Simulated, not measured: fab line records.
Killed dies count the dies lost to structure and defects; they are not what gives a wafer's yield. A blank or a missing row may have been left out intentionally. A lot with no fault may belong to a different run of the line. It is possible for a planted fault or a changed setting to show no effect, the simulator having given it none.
Which of the tools did it? / flow ritCmos / Sampling: 7 lots, 21 wafers, 2 of 202 route steps

## WHAT EACH GAUGE READ, for each wafer
RIT_PWELL_TW_MEAS_10.
lot=L631; measured=day 2 03:29; on=filmMetro-02; PWELL_TW=958 959 956
lot=L633; measured=day 2 14:57; on=filmMetro-03; PWELL_TW=957 954 955
lot=L640; measured=day 4 05:04; on=filmMetro-02; PWELL_TW=959 958 960
lot=L645; measured=day 5 06:32; on=filmMetro-02; PWELL_TW=962 958 956
lot=L647; measured=day 5 14:11; on=filmMetro-02; PWELL_TW=957 951 954
lot=L651; measured=day 6 10:13; on=filmMetro-02; PWELL_TW=955 955 951
lot=L653; measured=day 6 18:06; on=filmMetro-02; PWELL_TW=950 957 953

## TOOL THAT RAN EACH LOT (tool first, then ch and the chambers of the sampled wafers, then the start)
lot=L631; RIT_PWELL_IMPLANT_08=implanter-03 ch 0, day 2 03:10
lot=L633; RIT_PWELL_IMPLANT_08=implanter-04 ch 0, day 2 14:38
lot=L640; RIT_PWELL_IMPLANT_08=implanter-02 ch 0, day 4 04:45
lot=L645; RIT_PWELL_IMPLANT_08=implanter-03 ch 0, day 5 06:15
lot=L647; RIT_PWELL_IMPLANT_08=implanter-03 ch 0, day 5 13:52
lot=L651; RIT_PWELL_IMPLANT_08=implanter-04 ch 0, day 6 09:55
lot=L653; RIT_PWELL_IMPLANT_08=implanter-02 ch 0, day 6 17:47
- RIT_PWELL_IMPLANT_08

## THE ANSWER, worked out from the rows above alone
Rule: the usual values come from the lots themselves. Put in order of their means at a reading, lots are off if they are a third of the lots or fewer, leave a main group of 4 or more, and stand apart from it by a gap of 3 or more times the standard deviation of the main group's means; of several such gaps the widest counts. A main group whose means are all the same, to the digits that the tables above print for the reading, isn't used. Also off: a lot with no number at a reading for which 4 or more lots have one. All remaining lots with rows at the step are treated as sound.
No lot is off at any reading shown: from this, nothing can be told.

## WHAT THE SIMULATOR HAD INSERTED
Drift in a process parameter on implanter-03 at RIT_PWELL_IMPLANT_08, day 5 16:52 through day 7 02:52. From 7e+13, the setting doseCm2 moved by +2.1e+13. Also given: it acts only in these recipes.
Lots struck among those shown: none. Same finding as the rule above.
